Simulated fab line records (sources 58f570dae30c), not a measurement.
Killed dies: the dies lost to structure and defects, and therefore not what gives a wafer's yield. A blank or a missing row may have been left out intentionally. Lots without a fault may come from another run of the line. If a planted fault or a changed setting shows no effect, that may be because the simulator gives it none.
fab line records	flow berkeley_cmos170
record: lots: 6	wafers: 18	last_day: 11
route steps=331 shown PLDD@149 NLDD@158
lots that met no fault: from a run of the same line without faults
start_h: hours from the record's first day to the start of the lot's first wafer shown	wait_h: time in hours since the lot's previous step	" same as the row above	L1.1+2: a single row standing in for several wafers	- value missing, or start not given	* or withheld: withheld	< > ~ a bound
route shown NAME@n: a module of which the file shows steps, and the number in the route of the first	usual: mean and standard deviation over wafers with no fault	same: alike in all rows	chamber/n: place in a boat	sites: the reading at each site	_std_site: the values' standard deviation	_edge_site: inner sites' mean taken away from outer sites' mean	radius_mm: how far each site lies from the wafer's centre	mask NAME#n: copy n	behind: tool/chamber where the wafer was last shaped	hold: reason for holding the lot/hours on hold/outcome of the hold	device: names the non-switching transistor (n, p or np)	end of line: the tests these same wafers got at the end of their route	a step without rows: its recipe alone	killed: the dies lost at the first sort to structure and to defects; this is not the yield of the wafer	map: the dies of a wafer, with x for killed, . for not killed, _ for no die there
set.NAME: the setting as run; set.NAME@STEP: as run at that earlier step	model.NAME: the simulator's own value behind a step, which no gauge read
lots seen at some steps along the route; tables by step, rows by wafer
services: from which hour (start_h, from the record's first day; less than 0 if before it) a tool's chamber was out of use, for how many hours, and why
== steps ==
step: UCB170_PLDD_PEB_04
recipe: peb_temp_c: 130	peb_time_s: withheld	resist: KrF
step: UCB170_PLDD_DEVELOP_05
recipe: developer: TMAH	develop_time_s: 45	resist: KrF	dev_temp_c: 21
step: UCB170_PLDD_CD_MEAS_06
recipe: target_cd_nm: 1200
usual: cd_nm: 1200.2/1.4
lot.wafer	tool	chamber	start_h	wait_h	cd_nm
L922.3	cd_sem-01	-	127.96	-	1200.0
L922.5	"	-	"	"	1200.4
L922.6	"	-	"	"	1201.0
L931.2	cd_sem-01	-	173.10	-	1200.6
L931.3	"	-	"	"	1200.8
L931.4	"	-	"	"	1200.3
L935.2	cd_sem-02	-	210.54	-	1202.7
L935.3	"	-	"	"	1202.0
L935.5	"	-	"	"	1202.2
L938.2	cd_sem-02	-	210.82	-	1200.5
L938.3	"	-	"	"	1199.5
L938.6	"	-	"	"	1199.5
L936.1	cd_sem-01	-	211.04	-	1202.4
L936.3	"	-	"	"	1202.9
L936.5	"	-	"	"	1202.6
L939.1	cd_sem-01	-	211.66	-	1201.7
L939.5	"	-	"	"	1201.9
L939.6	"	-	"	"	1201.6
step: UCB170_PLDD_OVL_MEAS_07
usual: PLDD_OVL: -3/7.4
lot.wafer	tool	chamber	start_h	wait_h	PLDD_OVL[nm]
L922.3	overlay-02	-	128.06	0.1	-4
L922.5	"	-	"	"	-10
L922.6	"	-	"	"	-1
L931.2	overlay-02	-	173.21	0.1	0
L931.3	"	-	"	"	8
L931.4	"	-	"	"	-5
L935.2	overlay-02	-	210.65	0.1	-1
L935.3	"	-	"	"	-14
L935.5	"	-	"	"	-19
L938.2	overlay-02	-	210.92	0.1	-7
L938.3	"	-	"	"	2
L938.6	"	-	"	"	-9
L936.1	overlay-02	-	211.16	0.1	-11
L936.3	"	-	"	"	-1
L936.5	"	-	"	"	3
L939.1	overlay-01	-	211.78	0.1	5
L939.5	"	-	"	"	2
L939.6	"	-	"	"	-5
step: UCB170_PLDD_IMPLANT_08
recipe: species: BF2	dose_cm2: 5e+13	energy_kev: 10	tilt_deg: 7	rotation_deg: 0
step: UCB170_PLDD_IMPLANT_09
recipe: species: BF2	dose_cm2: 5e+13	energy_kev: 10	tilt_deg: 7	rotation_deg: 180
step: UCB170_PLDD_STRIP_10
recipe: chemistry: O2	power_w: 400	pressure_mtorr: 3500	platen_temp_c: withheld	o2_flow_sccm: 400	overash_fraction: 0.5
usual: drypump_motor_current_A: 5.5/0.33	o2_flow_sccm: 400.3/1.2	oes_product_au: 0.735/0.0043	strip_time_to_endpoint_s: 21.64/0.074
lot.wafer	tool	chamber	start_h	wait_h	drypump_motor_current_A	o2_flow_sccm	oes_product_au	rf_hours_counter_h	strip_time_to_endpoint_s
L922.3	plasma_asher-01	0	128.41	0.1	5.1	401.0	0.733	-	21.79
L922.5	"	0	"	"	5.1	401.9	0.740	-	21.80
L922.6	"	1	"	"	5.8	399.8	0.734	-	21.80
L931.2	plasma_asher-01	0	173.54	0.1	5.1	399.1	0.735	46	21.70
L931.3	"	0	"	"	5.0	401.6	0.723	-	21.62
L931.4	"	1	"	"	5.9	399.8	0.728	-	21.64
L935.2	plasma_asher-01	1	210.98	0.1	5.8	400.8	0.742	50	21.73
L935.3	"	1	"	"	5.8	400.5	0.734	-	21.68
L935.5	"	1	"	"	5.9	399.7	0.730	-	21.70
L938.2	plasma_asher-04	1	211.25	0.1	5.4	399.1	0.734	9	21.69
L938.3	"	0	"	"	5.5	401.3	0.742	-	21.73
L938.6	"	0	"	"	5.4	400.8	0.729	-	21.72
L936.1	plasma_asher-01	0	211.49	0.1	5.0	397.4	0.738	50	21.62
L936.3	"	1	"	"	5.9	399.4	0.731	-	21.61
L936.5	"	1	"	"	5.8	399.9	0.735	-	21.57
L939.1	plasma_asher-04	1	212.12	0.1	5.3	401.6	0.729	10	21.62
L939.5	"	0	"	"	5.5	398.6	0.737	-	21.60
L939.6	"	1	"	"	5.4	400.0	0.735	-	21.54
step: UCB170_PLDD_TW_MEAS_11
usual: PLDD_TW: 1009/12
lot.wafer	tool	chamber	start_h	wait_h	PLDD_TW
L922.3	film_metro-03	-	128.50	0.1	1023
L922.5	"	-	"	"	1024
L922.6	"	-	"	"	1024
L931.2	film_metro-03	-	173.65	0.1	1020
L931.3	"	-	"	"	1029
L931.4	"	-	"	"	1025
L935.2	film_metro-03	-	211.09	0.1	1027
L935.3	"	-	"	"	1024
L935.5	"	-	"	"	1025
L938.2	film_metro-01	-	211.36	0.1	996
L938.3	"	-	"	"	995
L938.6	"	-	"	"	993
L936.1	film_metro-02	-	211.59	0.1	1013
L936.3	"	-	"	"	1009
L936.5	"	-	"	"	1009
L939.1	film_metro-01	-	212.22	0.1	989
L939.5	"	-	"	"	993
L939.6	"	-	"	"	989
step: UCB170_PLDD_CLEAN_12
recipe: chemistry: SPM	temp_c: 120	time_s: 600
step: UCB170_NLDD_HMDS_00
recipe: prime_time_s: 60	prime_temp_c: 100
step: UCB170_NLDD_COAT_01
recipe: resist: KrF	spin_rpm: 1500	resist_thk_nm: 900
step: UCB170_NLDD_SOFTBAKE_02
recipe: resist: KrF	temp_c: 130	time_s: 60
step: UCB170_NLDD_EXPOSE_03
recipe: mask_id: NSELECT	na: 0.5	sigma_outer: 0.6	source_shape: conventional	target_cd_nm: 1200	dose_mj: 30
usual: exposure_dose_mJ_cm2: 29.97/0.034	focus_offset_nm: -0.1/0.52	na: 0.5/0	stage_vel_mm_s: 499.99/0.29
lot.wafer	tool	chamber	start_h	wait_h	mask	exposure_dose_mJ_cm2	focus_offset_nm	na	stage_vel_mm_s
L922.3	krf_scanner-01	0	129.33	0.2	NSELECT#0	29.94	-0.5	0.5	500.06
L922.5	"	0	"	"	NSELECT#0	29.97	-1.1	0.5	500.00
L922.6	"	0	"	"	NSELECT#0	29.99	0.1	0.5	500.43
L931.2	krf_scanner-01	0	175.93	0.1	NSELECT#0	29.96	-0.6	0.5	499.90
L931.3	"	0	"	"	NSELECT#0	29.96	-0.8	0.5	500.00
L931.4	"	0	"	"	NSELECT#0	29.97	-1.0	0.5	499.64
L935.2	krf_scanner-01	-	213.45	0.2	NSELECT#0	-	-	-	-
L935.3	"	-	"	"	NSELECT#0	-	-	-	-
L935.5	"	-	"	"	NSELECT#0	-	-	-	-
L938.2	krf_scanner-02	-	213.69	0.5	NSELECT#0	-	-	-	-
L938.3	"	-	"	"	NSELECT#0	-	-	-	-
L938.6	"	-	"	"	NSELECT#0	-	-	-	-
L936.1	krf_scanner-01	0	213.92	0.5	NSELECT#0	29.95	-0.5	0.5	500.06
L936.3	"	0	"	"	NSELECT#0	29.96	-0.3	0.5	500.09
L936.5	"	0	"	"	NSELECT#0	29.96	-1.1	0.5	500.36
L939.1	krf_scanner-02	0	214.28	0.6	NSELECT#0	30.00	0.2	0.5	499.93
L939.5	"	0	"	"	NSELECT#0	29.98	0.2	0.5	499.94
L939.6	"	0	"	"	NSELECT#0	29.98	0.0	0.5	500.21
step: UCB170_NLDD_PEB_04
recipe: peb_temp_c: 130	peb_time_s: withheld	resist: KrF
== services ==
tool	chamber	start_h	hours	kind
plasma_asher-04	-	108.75	9.0	pm
plasma_asher-04	0	108.75	9.0	vent_cycle
plasma_asher-04	1	108.75	9.0	vent_cycle
plasma_asher-04	0	117.75	-	clean
plasma_asher-04	1	117.75	-	clean
plasma_asher-04	-	123.07	2.8	pm
plasma_asher-04	-	132.69	1.2	repair
krf_scanner-02	-	135.52	3.6	pm
krf_scanner-02	-	145.82	1.3	pm
krf_scanner-02	-	148.86	0.8	pm
krf_scanner-01	-	152.99	0.8	pm
krf_scanner-02	-	153.74	1.0	pm
krf_scanner-02	-	165.39	4.0	pm
krf_scanner-01	0	167.25	-	calibration
== key ==
first_sign: step: UCB170_NLDD_EXPOSE_03	reading: tool_record	direction: missing
effect none on later readings
met_at UCB170_NLDD_EXPOSE_03
struck_wafers L935.2,L935.3,L935.5,L938.2,L938.3,L938.6
sort_left_out L935.2,L935.3,L935.5,L938.2,L938.3,L938.6
tester_left_out L935,L938
onset_between 175.93 213.45
fault: kind: skipped_step_whole	tool: krf_scanner-01,krf_scanner-02	chamber: -	onset_h: 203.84	steps: UCB170_NLDD_EXPOSE_03	scope: struck_lots_only
tester_left_out: of these lots the tester's yield and bins aren't shown, on N5 and GAA mostly nor the transistor test; their killed dies are dies lost to structure and defects alone, not to doping, threshold or leakage, so they don't give the yield
sort_left_out: the simulated sort isn't trusted on such a fault, so these wafers' sort isn't shown, and their yield isn't known
